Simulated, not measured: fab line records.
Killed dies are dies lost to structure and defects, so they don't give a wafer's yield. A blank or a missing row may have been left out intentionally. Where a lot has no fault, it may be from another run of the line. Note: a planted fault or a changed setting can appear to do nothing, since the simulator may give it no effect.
8D (eight disciplines) problem report, filled in by code    flow rit-cmos    the parts of the form that need people (team, actions taken, sign-off) are left out

## 1. THE PROBLEM
Wafers without a fault read 89.33 s, standard deviation 0.2; run-length-s at RIT_M1_SOFTBAKE_05 reads a mean of 84.42 s on 5 wafers belonging to 2 lots. Relative to the usual mean, that is a shift of -25 standard deviations.
The step: time 60 s.
The first sign was on wafer L235.2 at day 5 23:04, on litho-track-01. At this step, 41 wafers from 14 lots have a number in the record. The rule behind "out" and "out of limits": a value lying over 4 standard deviations away from the usual mean. The other wafers with a number count as sound.

## 2. WHAT IT IS AND WHAT IT IS NOT
question                     is                                  is not
which readings at this step  run-length-s, heater-power-total-W  -
which lots                   L235, L237                          L223, L224, L225, L226, L227, L228, L229, L230, L231, L240, L241, L243
which wafers of those lots   all that have a number              -
read on which tools          litho-track-01                      litho-track-02, litho-track-04
when                         from day 5 23:04                    up to then (27 sound wafers); but 9 sound wafers of L240, L241, L243 came after

## 3. WHAT RULES OUT EACH SUSPECT
Counting: a tool stays on the suspect list if, at a process step up to the reading, it processed all lots that are out and no sound lot following the first of them.
- litho-track-01 at RIT_M1_SOFTBAKE_05 (time 60 s): kept. It processed each lot that is out, first L235 at day 5 23:04, and no sound lot thereafter; up to then, the last sound lot it processed was L231 at day 5 04:39. On those wafers its own readings are out: heater-power-total-W, run-length-s.
Remaining after the count: litho-track-01 at RIT_M1_SOFTBAKE_05.

## 4. THE CAUSE (what the simulator had put in)
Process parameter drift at RIT_M1_SOFTBAKE_05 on litho-track-01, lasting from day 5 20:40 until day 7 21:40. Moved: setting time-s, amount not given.
This tool alone remained once counting was done.

## 5. SEQUENCE OF EFFECTS, ordered by route
Each row: a reading where the mean over the struck wafers with a number is more than 3 standard deviations away from the usual. Only readings whose record carries a usual standard deviation are examined. hours: median over the lots of the time between each lot's start at the first step of this table that gives one and its start at this step. sigmas: the change, counted in usual standard deviations.
hours  step                reading               usual    on struck wafers  change  sigmas
0      RIT_M1_SOFTBAKE_05  heater-power-total-W  34.56 W  35.49             +0.93   +17
0      RIT_M1_SOFTBAKE_05  run-length-s          89.33 s  84.42             -4.91   -25
Here are the process steps it includes:
- RIT_M1_SOFTBAKE_05: time 60 s.

## 6. HOW IT WOULD HAVE BEEN CAUGHT EARLIER
The fault began at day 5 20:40; the first out-of-limits reading in this record came at day 5 23:04, 2 hours later.
